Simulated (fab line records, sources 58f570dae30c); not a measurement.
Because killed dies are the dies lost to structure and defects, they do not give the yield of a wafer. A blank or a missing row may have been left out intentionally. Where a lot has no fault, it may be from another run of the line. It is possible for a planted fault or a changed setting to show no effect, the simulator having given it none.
Which of the tools did it? + flow berkeley cmos170 + Sampling: 15 lots, 45 wafers, 5 of 331 route steps

WHAT EACH GAUGE READ, for each wafer
UCB170_START_THK_MEAS_03.
| lot  | measured    | on            | START_OXIDE_THK (nm) |
|------|-------------|---------------|----------------------|
| L625 | day 1 16:10 | film metro-03 | 20.8 20.3 20.6       |
| L627 | day 1 21:49 | film metro-03 | 20.1 19.9 19.7       |
| L626 | day 1 21:49 | film metro-02 | 20.6 20.5 20.2       |
| L628 | day 2 07:29 | film metro-03 | 20.0 20.0 19.8       |
| L629 | day 2 10:30 | film metro-02 | 19.9 19.7 19.8       |
| L631 | day 2 18:13 | film metro-02 | 19.9 19.4 19.8       |
| L633 | day 3 07:11 | film metro-01 | 20.1 20.3 20.0       |
| L634 | day 3 12:41 | film metro-01 | 20.4 20.4 20.3       |
| L635 | day 3 17:17 | film metro-02 | 19.5 19.7 19.4       |
| L636 | day 3 23:20 | film metro-02 | 19.5 19.7 20.0       |
| L637 | day 4 02:04 | film metro-03 | 20.0 20.0 19.8       |
| L638 | day 4 10:22 | film metro-03 | 20.0 19.8 19.6       |
| L646 | day 5 22:53 | film metro-01 | 19.8 19.7 19.8       |
| L645 | day 5 22:54 | film metro-02 | 19.6 19.5 19.7       |
| L647 | day 6 04:46 | film metro-03 | 20.1 20.3 19.7       |

UCB170_NWELL_THK_MEAS_05.
| lot  | measured    | on            | NWELL_NITRIDE_THK (nm)              |
|------|-------------|---------------|-------------------------------------|
| L625 | day 2 10:09 | film metro-04 | 227.3 224.6 226.2                   |
| L627 | day 2 22:13 | film metro-03 | 223.5 225.0 224.0                   |
| L626 | day 2 22:13 | film metro-01 | 226.0 223.9 224.5                   |
| L628 | day 3 06:18 | film metro-01 | 224.2 222.5 225.9                   |
| L629 | day 3 06:15 | film metro-01 | 223.5 224.5 222.7                   |
| L631 | day 3 17:11 | film metro-03 | 222.9 222.4 220.8                   |
| L633 | day 4 02:17 | film metro-04 | 226.4 226.8 227.8                   |
| L634 | day 4 10:47 | film metro-04 | 225.5 224.0 224.1                   |
| L635 | day 4 17:23 | film metro-03 | 415.6 416.5 412.3 415.3 416.5 412.3 |
| L636 | day 4 22:49 | film metro-01 | 413.5 413.6 414.4 413.5 413.4 414.2 |
| L637 | day 4 22:49 | film metro-04 | 413.0 414.6 412.6 412.8 414.5 412.7 |
| L638 | day 5 10:34 | film metro-03 | 224.7 223.6 224.3                   |
| L646 | day 6 21:35 | film metro-01 | 224.2 225.3 223.7                   |
| L645 | day 6 21:35 | film metro-03 | 225.1 223.2 224.9                   |
| L647 | day 6 21:35 | film metro-04 | 222.2 223.7 222.4                   |

UCB170_WELLDRIVE_THK_MEAS_02.
| lot  | measured    | on            | WELLDRIVE_OXIDE_THK (nm) |
|------|-------------|---------------|--------------------------|
| L625 | day 3 21:36 | film metro-04 | 202 207 204              |
| L627 | day 4 10:53 | film metro-02 | 198 196 194              |
| L626 | day 4 10:54 | film metro-03 | 195 199 200              |
| L628 | day 4 20:55 | film metro-04 | 202 200 199              |
| L629 | day 4 20:55 | film metro-02 | 196 193 195              |
| L631 | day 5 11:32 | film metro-03 | 199 201 198              |
| L633 | day 5 11:36 | film metro-03 | 195 198 199              |
| L634 | day 5 18:53 | film metro-04 | 199 194 197              |
| L638 | day 6 22:12 | film metro-02 | 200 201 201              |
| L646 | day 8 11:55 | film metro-02 | 202 201 201              |
| L645 | day 8 11:55 | film metro-03 | 201 199 199              |
| L647 | day 8 11:55 | film metro-04 | 198 202 203              |

UCB170_SCREENOX_THK_MEAS_02.
| lot  | measured     | on            | SCREENOX_OXIDE_THK (nm) |
|------|--------------|---------------|-------------------------|
| L625 | day 6 04:55  | film metro-02 | 14.44 14.31 14.10       |
| L627 | day 6 20:43  | film metro-02 | 14.21 14.21 14.23       |
| L626 | day 6 20:43  | film metro-03 | 14.52 14.33 14.49       |
| L628 | day 7 06:19  | film metro-01 | 14.17 14.13 14.21       |
| L629 | day 7 06:20  | film metro-03 | 14.55 14.26 14.58       |
| L631 | day 7 14:17  | film metro-01 | 14.54 14.75 14.52       |
| L633 | day 7 14:14  | film metro-01 | 14.31 14.46 14.40       |
| L634 | day 8 00:14  | film metro-03 | 14.70 14.19 14.49       |
| L638 | day 9 02:36  | film metro-03 | 14.36 14.32 14.27       |
| L646 | day 10 18:03 | film metro-01 | 14.35 14.32 14.38       |
| L645 | day 10 18:04 | film metro-02 | 14.58 14.65 14.57       |
| L647 | day 10 18:04 | film metro-03 | 14.66 14.52 14.40       |

EACH LOT AND THE TOOL THAT RAN IT (in order: tool; ch and the chambers of the sampled wafers; start)
| lot  | UCB170_NWELL_CVD_04        |
|------|----------------------------|
| L625 | lpcvd-02 ch 0, day 2 07:14 |
| L627 | lpcvd-01 ch 1, day 2 20:17 |
| L626 | lpcvd-01 ch 0, day 2 20:17 |
| L628 | lpcvd-02 ch 0, day 3 04:19 |
| L629 | lpcvd-02 ch 0, day 3 04:19 |
| L631 | lpcvd-01 ch 1, day 3 15:16 |
| L633 | lpcvd-02 ch 1, day 4 00:20 |
| L634 | lpcvd-02 ch 0, day 4 08:50 |
| L635 | lpcvd-02 ch 0, day 4 15:28 |
| L636 | lpcvd-02 ch 1, day 4 20:52 |
| L637 | lpcvd-02 ch 1, day 4 20:52 |
| L638 | lpcvd-01 ch 1, day 5 08:36 |
| L646 | lpcvd-01 ch 0, day 6 18:41 |
| L645 | lpcvd-01 ch 0, day 6 18:41 |
| L647 | lpcvd-01 ch 1, day 6 18:41 |
- UCB170_NWELL_CVD_04: deposits Si3N4 from SiH2Cl2/NH3, target thk 224 nm, time 3360 s.

AS READ BY THE TOOLS THEMSELVES (means over the sampled wafers that have a number; for cases with no such wafer, the mark the record gives instead)
UCB170_NWELL_CVD_04.
| lot  | tool     | nh3 flow sccm (sccm) |
|------|----------|----------------------|
| L625 | lpcvd-02 | 74.79                |
| L627 | lpcvd-01 | 74.82                |
| L626 | lpcvd-01 | 74.88                |
| L628 | lpcvd-02 | 75.03                |
| L629 | lpcvd-02 | 75.29                |
| L631 | lpcvd-01 | 74.96                |
| L633 | lpcvd-02 | 74.68                |
| L634 | lpcvd-02 | 75.31                |
| L635 | lpcvd-02 | 75.17                |
| L636 | lpcvd-02 | 75.09                |
| L637 | lpcvd-02 | 74.92                |
| L638 | lpcvd-01 | 74.91                |
| L646 | lpcvd-01 | 75.14                |
| L645 | lpcvd-01 | 74.82                |
| L647 | lpcvd-01 | 74.79                |

THE ANSWER, worked out from the rows above alone
Rule: the lots themselves supply what counts as usual. The widest of any qualifying gaps counts: lots, ordered by their means at a reading, are off when they make up no more than a third of the lots, leave a main group of 4 or more, and stand apart from it by 3 or more times the standard deviation of that group's means. Not used: any main group whose means are identical at the precision the tables above print for the reading. A lot without any number at a reading at which 4 lots or more have one is off too. The other lots that the step has rows for count as sound. First the gauges in route order, then the tools' own readings, where a lot's mean is used as printed above. At the first step where some lot is off, the reading lying furthest off is the one used; lots without a number count as furthest.
Off: L635, L636, L637, at UCB170_NWELL_THK_MEAS_05 (NWELL_NITRIDE_THK). The main group: mean 224.3 nm, standard deviation 1.2.
If a tool, at a process step before that reading, ran all the lots that are off and no sound lot after the first of them, it fits. The gauges at UCB170_NWELL_THK_MEAS_05 are tried like those tools. One fits: UCB170_NWELL_CVD_04 on lpcvd-02. A fault onset in the window from L634 (day 4 08:50, its last sound lot) to L635 (day 4 15:28, its first lot off) fits.

WHAT THE SIMULATOR HAD INSERTED
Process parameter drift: lpcvd-02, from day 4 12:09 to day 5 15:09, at UCB170_NWELL_CVD_04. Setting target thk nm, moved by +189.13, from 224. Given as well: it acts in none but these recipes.
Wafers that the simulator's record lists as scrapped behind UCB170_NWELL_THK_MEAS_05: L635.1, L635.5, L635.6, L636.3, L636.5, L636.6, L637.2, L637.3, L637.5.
Lots struck among those shown: L635, L636, L637. The rule above found the same.
